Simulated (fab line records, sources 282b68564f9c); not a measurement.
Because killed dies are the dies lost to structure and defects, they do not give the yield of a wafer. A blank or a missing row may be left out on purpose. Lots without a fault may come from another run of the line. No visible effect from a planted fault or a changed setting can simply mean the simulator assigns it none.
fab line records	flow ritCmos
record: lots: 7	wafers: 21	lastDay: 6
route steps=202 shown NSD@138 PSD@142 SDANNEAL@154 M1@202
lots with no fault: from the same line, run without faults
startH: hours from the record's first day to the start of the lot's first wafer shown	waitH: how many hours have passed since the lot's step before this one	" same as the row above	L1.1+2: several wafers, shown together as one row	- either no value or no given start	* or withheld: withheld	< > ~ a bound
route shown NAME@n: names a module that has steps shown in the file, with the first one's number in the route	usual: mean/standard deviation of fault-free wafers	same: alike in all rows	chamber/n: place in a boat	sites: each site's reading	_std_site: their standard deviation	_edge_site: inner sites' mean taken away from outer sites' mean	radiusMm: for every site, how far away it sits from the centre of the wafer	mask NAME#n: copy n	behind: the last tool/chamber to shape the wafer	hold: why the lot was held/for how many hours/how that ended	device: the transistor (n, p or np) that didn't switch	end of line: the route-end tests of the same wafers	a step without rows: its recipe alone	killed: the dies lost at the first sort to structure and to defects; this is not the yield of the wafer	map: shows each die of a wafer: x if killed, . if not, _ if none is there
set.NAME: the setting as run; set.NAME@STEP: as run at that earlier step	model.NAME: the simulator's own value behind a step, which no gauge read
certain route steps with their lots: each step a table, each wafer a row
services: from which hour (startH, from the record's first day; less than 0 if before it) a tool's chamber was out of use, for how many hours, and why
== steps ==
step: RIT_NSD_HARDBAKE_07
recipe: resist: NOVOLAK	tempC: 138.8	timeS: 60
step: RIT_NSD_IMPLANT_08
recipe: species: P	energyKev: 24.54	doseCm2: 1e+15	tiltDeg: 7
step: RIT_NSD_STRIP_09
recipe: chemistry: O2	timeS: 180	resist: NOVOLAK	platenTempC: withheld	powerW: 500	pressureMtorr: 4000	o2FlowSccm: 4000
usual: drypumpMotorCurrentA: 5.9/0.35
same: timeS: 180
lot.wafer	tool	chamber	startH	waitH	drypumpMotorCurrentA	rfHoursCounterH
L465.2	plasmaAsher-02	0	69.99	0.1	5.6	30
L465.3	"	0	"	"	5.7	-
L465.6	"	1	"	"	5.5	-
L466.1	plasmaAsher-01	1	73.83	0.1	6.4	40
L466.4	"	0	"	"	5.8	-
L466.6	"	1	"	"	6.4	-
L471.1	plasmaAsher-02	0	99.93	0.1	5.6	33
L471.5	"	0	"	"	5.7	-
L471.6	"	1	"	"	5.5	-
L472.1	plasmaAsher-04	1	107.03	0.1	6.4	46
L472.3	"	1	"	"	6.4	-
L472.4	"	0	"	"	5.6	-
L474.1	plasmaAsher-02	0	116.30	0.1	5.7	34
L474.5	"	0	"	"	5.7	-
L474.6	"	1	"	"	5.5	-
L476.2	plasmaAsher-02	0	126.29	0.1	5.7	36
L476.4	"	1	"	"	5.5	-
L476.6	"	1	"	"	5.5	-
L480.3	plasmaAsher-02	0	143.54	0.1	5.7	-
L480.5	"	0	"	"	5.7	-
L480.6	"	1	"	"	5.5	-
step: RIT_NSD_TW_MEAS_10
usual: NSD_TW: 3107/27
lot.wafer	tool	chamber	startH	waitH	NSD_TW
L465.2	filmMetro-01	-	70.17	0.1	3065
L465.3	"	-	"	"	3054
L465.6	"	-	"	"	3071
L466.1	filmMetro-04	-	74.01	0.1	3141
L466.4	"	-	"	"	3114
L466.6	"	-	"	"	3120
L471.1	filmMetro-01	-	100.10	0.1	3066
L471.5	"	-	"	"	3078
L471.6	"	-	"	"	3098
L472.1	filmMetro-04	-	107.21	0.1	3141
L472.3	"	-	"	"	3150
L472.4	"	-	"	"	3125
L474.1	filmMetro-04	-	116.48	0.1	3136
L474.5	"	-	"	"	3149
L474.6	"	-	"	"	3138
L476.2	filmMetro-03	-	126.47	0.1	3105
L476.4	"	-	"	"	3112
L476.6	"	-	"	"	3088
L480.3	filmMetro-03	-	143.67	0.1	3118
L480.5	"	-	"	"	3108
L480.6	"	-	"	"	3100
step: RIT_PSD_HMDS_00
recipe: primeTimeS: 60	primeTempC: 140
step: RIT_PSD_COAT_01
recipe: resist: NOVOLAK	spinRpm: 3250	resistThkNm: 1000
step: RIT_PSD_SOFTBAKE_02
recipe: resist: NOVOLAK	tempC: 90	timeS: 60
step: RIT_PSD_EXPOSE_03
recipe: maskId: M10	na: 0.57	targetCdNm: 40900	doseMj: 250
step: RIT_PSD_PEB_04
recipe: resist: NOVOLAK	tempC: withheld	timeS: withheld
step: RIT_PSD_DEVELOP_05
recipe: resist: NOVOLAK	developTimeS: 50	devTempC: 23
step: RIT_PSD_OVL_MEAS_06
usual: PSD_OVL: -0.2/1.4
lot.wafer	tool	chamber	startH	waitH	PSD_OVL[nm]
L465.2	overlay-01	-	71.20	-	0.7
L465.3	"	-	"	"	1.1
L465.6	"	-	"	"	0.2
L466.1	overlay-01	-	74.92	-	-1.0
L466.4	"	-	"	"	-1.0
L466.6	"	-	"	"	0.6
L471.1	overlay-01	-	101.07	-	-1.8
L471.5	"	-	"	"	1.0
L471.6	"	-	"	"	0.8
L472.1	overlay-02	-	108.12	-	-0.3
L472.3	"	-	"	"	-4.5
L472.4	"	-	"	"	-1.5
L474.1	overlay-01	-	117.51	-	0.3
L474.5	"	-	"	"	-1.3
L474.6	"	-	"	"	-3.5
L476.2	overlay-02	-	127.42	-	-2.0
L476.4	"	-	"	"	-1.8
L476.6	"	-	"	"	-1.6
L480.3	overlay-01	-	144.79	-	0.2
L480.5	"	-	"	"	0.3
L480.6	"	-	"	"	-2.3
step: RIT_PSD_HARDBAKE_07
recipe: resist: NOVOLAK	tempC: 140	timeS: 60
step: RIT_PSD_IMPLANT_08
recipe: species: BF2	energyKev: 27	doseCm2: 5e+15	tiltDeg: 7
usual: beamOnS: 12.9/0.93	doseIonsCm2: 4.999e+15/5.8e+12	faradayCurrentUA: 11972/820
lot.wafer	tool	chamber	startH	waitH	beamOnS	doseIonsCm2	faradayCurrentUA
L465.2	implanter-04	0	71.41	0.1	12.1	4.991e+15	12678
L465.3	"	0	"	"	11.7	5e+15	13124
L465.6	"	0	"	"	11.9	4.996e+15	12897
L466.1	implanter-02	0	75.10	0.1	14.3	5.002e+15	10750
L466.4	"	0	"	"	13.9	4.995e+15	11014
L466.6	"	0	"	"	14.1	5e+15	10940
L471.1	implanter-04	0	101.25	0.1	12.1	4.997e+15	12618
L471.5	"	0	"	"	11.7	5.002e+15	13071
L471.6	"	0	"	"	11.6	5.002e+15	13120
L472.1	implanter-02	0	108.31	0.1	10.3	2.792e+15	8398
L472.3	"	0	"	"	9.7	2.802e+15	8910
L472.4	"	0	"	"	10.1	2.803e+15	8601
L474.1	implanter-02	0	117.70	0.1	10.0	2.817e+15	8679
L474.5	"	0	"	"	10.4	2.817e+15	8272
L474.6	"	0	"	"	9.8	2.819e+15	8830
L476.2	implanter-02	0	127.63	0.1	10.0	2.807e+15	8699
L476.4	"	0	"	"	10.0	2.808e+15	8665
L476.6	"	0	"	"	9.9	2.806e+15	8773
L480.3	implanter-04	0	145.09	0.1	11.6	4.999e+15	13135
L480.5	"	0	"	"	11.7	5.004e+15	13093
L480.6	"	0	"	"	11.7	4.999e+15	13078
step: RIT_PSD_STRIP_09
recipe: chemistry: O2	timeS: 180	resist: NOVOLAK	platenTempC: withheld	powerW: 500	pressureMtorr: 4000	o2FlowSccm: 4000
usual: drypumpMotorCurrentA: 6.0/0.35
same: timeS: 180
lot.wafer	tool	chamber	startH	waitH	drypumpMotorCurrentA	rfHoursCounterH
L465.2	plasmaAsher-03	1	71.53	0.1	5.7	44
L465.3	"	1	"	"	5.7	-
L465.6	"	1	"	"	5.7	-
L466.1	plasmaAsher-01	0	75.25	0.1	5.8	40
L466.4	"	1	"	"	6.4	-
L466.6	"	1	"	"	6.4	-
L471.1	plasmaAsher-03	1	101.40	0.1	5.7	48
L471.5	"	1	"	"	5.7	-
L471.6	"	0	"	"	6.4	-
L472.1	plasmaAsher-03	0	108.46	0.1	6.4	48
L472.3	"	1	"	"	5.7	-
L472.4	"	0	"	"	6.4	-
L474.1	plasmaAsher-03	1	117.85	0.1	5.7	50
L474.5	"	1	"	"	5.7	-
L474.6	"	0	"	"	6.4	-
L476.2	plasmaAsher-02	1	127.75	0.1	5.5	36
L476.4	"	0	"	"	5.6	-
L476.6	"	1	"	"	5.5	-
L480.3	plasmaAsher-01	1	145.25	0.1	6.3	-
L480.5	"	0	"	"	5.8	-
L480.6	"	1	"	"	6.4	-
step: RIT_PSD_TW_MEAS_10
usual: PSD_TW: 3436/26
lot.wafer	tool	chamber	startH	waitH	hold	PSD_TW
L465.2	filmMetro-04	-	71.72	0.1	-	3443
L465.3	"	-	"	"	-	3451
L465.6	"	-	"	"	-	3471
L466.1	filmMetro-03	-	75.43	0.1	-	3459
L466.4	"	-	"	"	-	3444
L466.6	"	-	"	"	-	3432
L471.1	filmMetro-01	-	101.58	0.1	-	3374
L471.5	"	-	"	"	-	3391
L471.6	"	-	"	"	-	3390
L472.1	filmMetro-04	-	108.63	0.1	awaitDispo/0.2h/release	3254
L472.3	"	-	"	"	awaitDispo/0.2h/release	3244
L472.4	"	-	"	"	awaitDispo/0.2h/release	3244
L472.1	filmMetro-04	-	108.86	0.2	-	3232
L472.3	"	-	"	"	-	3244
L472.4	"	-	"	"	-	3254
L474.1	filmMetro-03	-	118.02	0.1	awaitDispo/0.2h/release	3243
L474.5	"	-	"	"	awaitDispo/0.2h/release	3233
L474.6	"	-	"	"	awaitDispo/0.2h/release	3220
L474.1	filmMetro-03	-	118.25	0.2	-	3225
L474.5	"	-	"	"	-	3231
L474.6	"	-	"	"	-	3261
L476.2	filmMetro-03	-	127.94	0.1	awaitDispo/0.2h/release	3203
L476.4	"	-	"	"	awaitDispo/0.2h/release	3210
L476.6	"	-	"	"	awaitDispo/0.2h/release	3200
L476.2	filmMetro-03	-	128.17	0.2	-	3194
L476.4	"	-	"	"	-	3209
L476.6	"	-	"	"	-	3195
L480.3	filmMetro-01	-	145.38	0.1	-	3391
L480.5	"	-	"	"	-	3415
L480.6	"	-	"	"	-	3400
step: RIT_SDANNEAL_CLEAN_01
recipe: chemistry: dHF	dilution: 50:1	timeS: 30
step: RIT_SDANNEAL_CLEAN_02
recipe: chemistry: SC2	mix: 3:3:50	timeS: 600	tempC: 75	dry: n2Spin
step: RIT_SDANNEAL_RTA_03
recipe: tempC: 1050	timeS: 5.222	idleTempC: 600	rampUpCPerS: 342	rampDownCPerS: 171	coolToC: 600	ambient: N2
usual: rampDownCPerS: 171.00/0.031	wafer_temp_C_max: 1053.5/1.1
same: timeS: 5.222
lot.wafer	tool	chamber	startH	waitH	rampDownCPerS	wafer_temp_C_max
L465.2	rtpAnneal-02	0	72.15	0.0	171.04	1053.6
L465.3	"	0	"	"	171.00	1052.6
L465.6	"	0	"	"	171.06	1052.1
L466.1	rtpAnneal-01	0	75.91	0.0	171.04	1052.4
L466.4	"	0	"	"	170.97	1053.5
L466.6	"	0	"	"	170.99	1054.2
L471.1	rtpAnneal-02	0	102.02	0.0	170.99	1055.0
L471.5	"	0	"	"	170.97	1054.8
L471.6	"	0	"	"	171.00	1053.0
L472.1	rtpAnneal-01	0	114.13	0.0	170.99	1051.7
L472.3	"	0	"	"	170.95	1052.7
L472.4	"	0	"	"	171.00	1051.6
L474.1	rtpAnneal-01	0	123.16	0.0	171.01	1052.7
L474.5	"	0	"	"	170.99	1052.3
L474.6	"	0	"	"	171.07	1054.0
L476.2	rtpAnneal-01	0	131.67	0.0	170.97	1053.4
L476.4	"	0	"	"	171.04	1052.4
L476.6	"	0	"	"	171.01	1052.1
L480.3	rtpAnneal-01	0	145.81	0.0	170.96	1053.5
L480.5	"	0	"	"	170.99	1053.6
L480.6	"	0	"	"	171.03	1053.1
step: RIT_SDANNEAL_RS_MEAS_04
recipe: thkMeasGauge: four-point-probe
usual: PSD_RS: 115.3/0.37
lot.wafer	tool	chamber	startH	waitH	hold	PSD_RS[ohm/sq]
L465.2	filmMetro-03	-	72.27	0.1	-	114.5
L465.3	"	-	"	"	-	115.0
L465.6	"	-	"	"	-	115.0
L466.1	filmMetro-03	-	75.96	0.0	-	116.1
L466.4	"	-	"	"	-	115.9
L466.6	"	-	"	"	-	115.9
L471.1	filmMetro-03	-	102.08	0.0	-	115.3
L471.5	"	-	"	"	-	115.4
L471.6	"	-	"	"	-	115.5
L472.1	filmMetro-04	-	114.19	0.0	awaitDispo/0.2h/release	122.9
L472.3	"	-	"	"	awaitDispo/0.2h/release	122.6
L472.4	"	-	"	"	awaitDispo/0.2h/release	122.9
L472.1	filmMetro-04	-	114.59	0.4	-	122.8
L472.3	"	-	"	"	-	122.6
L472.4	"	-	"	"	-	122.5
L474.1	filmMetro-04	-	123.22	0.0	awaitDispo/0.2h/release	122.4
L474.5	"	-	"	"	awaitDispo/0.2h/release	122.4
L474.6	"	-	"	"	awaitDispo/0.2h/release	122.5
L474.1	filmMetro-04	-	123.51	0.3	-	122.2
L474.5	"	-	"	"	-	122.5
L474.6	"	-	"	"	-	122.6
L476.2	filmMetro-04	-	131.74	0.1	awaitDispo/0.2h/release	122.8
L476.4	"	-	"	"	awaitDispo/0.2h/release	122.7
L476.6	"	-	"	"	awaitDispo/0.2h/release	122.4
L476.2	filmMetro-04	-	132.02	0.3	-	122.7
L476.4	"	-	"	"	-	122.9
L476.6	"	-	"	"	-	122.6
L480.3	filmMetro-04	-	145.89	0.1	-	115.3
L480.5	"	-	"	"	-	114.8
L480.6	"	-	"	"	-	115.3
step: RIT_SDANNEAL_RS_MEAS_05
recipe: thkMeasGauge: four-point-probe
usual: NSD_RS: 84.65/0.3
lot.wafer	tool	chamber	startH	waitH	hold	NSD_RS[ohm/sq]
L465.2	filmMetro-03	-	72.39	0.1	-	84.52
L465.3	"	-	"	"	-	84.77
L465.6	"	-	"	"	-	84.47
L466.1	filmMetro-03	-	76.08	0.1	-	84.72
L466.4	"	-	"	"	-	85.01
L466.6	"	-	"	"	-	85.15
L471.1	filmMetro-03	-	102.20	0.1	-	84.35
L471.5	"	-	"	"	-	84.33
L471.6	"	-	"	"	-	84.59
L472.1	filmMetro-04	-	121.87	7.3	awaitDispo/7.2h/release	84.37
L472.3	"	-	"	"	awaitDispo/7.2h/release	83.97
L472.4	"	-	"	"	awaitDispo/7.2h/release	83.96
L474.1	filmMetro-04	-	126.92	3.4	awaitDispo/3.3h/release	84.65
L474.5	"	-	"	"	awaitDispo/3.3h/release	84.70
L474.6	"	-	"	"	awaitDispo/3.3h/release	84.61
L476.2	filmMetro-04	-	135.19	3.1	awaitDispo/2.9h/release	84.92
L476.4	"	-	"	"	awaitDispo/2.9h/release	84.38
L476.6	"	-	"	"	awaitDispo/2.9h/release	84.85
L480.3	filmMetro-04	-	146.01	0.1	-	84.58
L480.5	"	-	"	"	-	84.94
L480.6	"	-	"	"	-	84.67
step: RIT_M1_PROBE_99
usual: killedAtContacts: 0.1/0.25	killedAtFrontEnd: 6.3/2.9	killedDies: 6.4/2.8	killedOpen: 3.3/2	killedShort: 3.1/2
same: grossDies: 264	killed_at_M0_to_M3: 0	killed_at_M4_up: 0	killedAtBackSide: 0	killedAtOther: 0
lot.wafer	tool	chamber	startH	waitH	killedAtContacts	killedAtFrontEnd	killedDies	killedOpen	killedShort
L465.2	prober-01	-	80.01	0.1	0	5	5	1	4
L465.3	prober-01	-	80.06	0.2	0	13	13	7	6
L465.6	prober-01	-	80.21	0.2	0	5	5	3	2
L472.1	prober-01	-	129.01	0.1	0	8	8	3	5
L472.3	prober-01	-	129.11	0.2	0	6	6	3	3
L472.4	prober-01	-	129.16	0.2	0	6	6	3	3
L474.1	prober-01	-	134.35	0.1	0	7	7	3	4
L474.5	prober-01	-	134.55	0.2	0	5	5	3	2
L474.6	prober-01	-	134.60	0.2	0	11	11	6	5
L476.2	prober-01	-	142.79	0.1	0	3	3	2	1
L476.4	prober-01	-	142.89	0.2	0	6	6	5	1
L476.6	prober-01	-	142.99	0.2	0	7	7	3	4
L480.3	prober-01	-	153.21	0.2	0	5	5	2	3
L480.5	prober-01	-	153.31	0.2	1	4	5	0	5
L480.6	prober-01	-	153.36	0.2	0	2	2	1	1
killed by level:class
L465.2 GATE:geometricParticle:short=2 FOX1:geometricParticle:short=1 FOX2:geometricParticle:short=1 GATE:geometricParticle:open=1
L465.3 GATE:geometricParticle:open=5 GATE:geometricParticle:short=4 SPACER:geometricParticle:short=2 FOX1:geometricParticle:open=1 FOX2:geometricParticle:open=1
L465.6 FOX1:geometricParticle:open=1 GATE:geometricParticle:short=1 GATE:geometricParticle:open=1 SPACER:geometricParticle:open=1 SILICIDE:geometricParticle:short=1
L472.1 FOX1:geometricParticle:short=2 FOX2:geometricParticle:short=1 GATE:geometricParticle:open=1 GATE:geometricParticle:short=1 REOX:geometricParticle:open=1 SPACER:geometricParticle:short=1 SPACER:geometricParticle:open=1
L472.3 FOX2:geometricParticle:open=2 GATE:geometricParticle:short=2 FOX2:geometricParticle:short=1 GATE:geometricParticle:open=1
L472.4 SPACER:geometricParticle:open=2 FOX1:geometricParticle:short=1 FOX2:geometricParticle:short=1 GATE:geometricParticle:short=1 GATE:geometricParticle:open=1
L474.1 FOX1:geometricParticle:open=3 FOX1:geometricParticle:short=1 GATE:geometricParticle:short=1 SPACER:geometricParticle:short=1 SILICIDE:geometricParticle:short=1
L474.5 FOX1:geometricParticle:open=1 GATE:geometricParticle:short=1 REOX:geometricParticle:short=1 SPACER:geometricParticle:open=1 SILICIDE:geometricParticle:open=1
L474.6 GATE:geometricParticle:open=4 FOX2:geometricParticle:open=2 SPACER:geometricParticle:short=2 FOX1:geometricParticle:short=1 GATE:geometricParticle:short=1 REOX:geometricParticle:short=1
L476.2 GATE:geometricParticle:open=1 GATE:geometricParticle:short=1 SPACER:geometricParticle:open=1
L476.4 GATE:geometricParticle:open=4 REOX:geometricParticle:short=1 SILICIDE:geometricParticle:open=1
L476.6 FOX1:geometricParticle:short=2 GATE:geometricParticle:short=2 FOX1:geometricParticle:open=1 REOX:geometricParticle:open=1 SPACER:geometricParticle:open=1
L480.3 SILICIDE:geometricParticle:short=3 FOX2:geometricParticle:open=1 SILICIDE:geometricParticle:open=1
L480.5 SILICIDE:geometricParticle:short=2 GATE:geometricParticle:short=1 SPACER:geometricParticle:short=1 CONTACT:geometricParticle:short=1
L480.6 GATE:geometricParticle:open=1 SILICIDE:geometricParticle:short=1
== services ==
tool	chamber	startH	hours	kind
plasmaAsher-03	-	59.40	2.3	repair
rtpAnneal-02	-	73.83	1.1	pm
implanter-02	-	97.60	2.0	repair
plasmaAsher-04	-	108.75	9.0	pm
plasmaAsher-04	0	108.75	9.0	ventCycle
plasmaAsher-04	1	108.75	9.0	ventCycle
plasmaAsher-04	0	117.75	-	clean
plasmaAsher-04	1	117.75	-	clean
== key ==
firstSign: step: RIT_PSD_IMPLANT_08	reading: doseIonsCm2	direction: down	sigmas: 99+	usual: 4.999e+15	struck: 2.808e+15
effect: step: RIT_PSD_IMPLANT_08	reading: faradayCurrentUA	direction: down	sigmas: 4.1	usual: 11972	struck: 8647
effect: step: RIT_PSD_TW_MEAS_10	reading: visit	direction: added
effect: step: RIT_PSD_TW_MEAS_10	reading: PSD_TW	direction: down	sigmas: 8.1	usual: 3436	struck: 3228
effect: step: RIT_SDANNEAL_RS_MEAS_04	reading: visit	direction: added
effect: step: RIT_SDANNEAL_RS_MEAS_04	reading: PSD_RS	direction: up	sigmas: 20	usual: 115.3	struck: 122.6
metAt RIT_PSD_IMPLANT_08
struckWafers L472.1,L472.3,L472.4,L474.1,L474.5,L474.6,L476.2,L476.4,L476.6
testerLeftOut L472,L474,L476
onsetBetween 75.10 108.31
fault: kind: processParameterDrift	tool: implanter-02	chamber: -	onsetH: 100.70	steps: RIT_PSD_IMPLANT_08	channel: doseCm2	offset: -2.193e+15	shape: step	endH: 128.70	actsIn: theseRecipesOnly	stated: 5e+15
testerLeftOut: of these lots the tester's yield and bins aren't shown, on N5 and GAA mostly nor the transistor test; their killed dies are dies lost to structure and defects alone, not to doping, threshold or leakage, so they don't give the yield
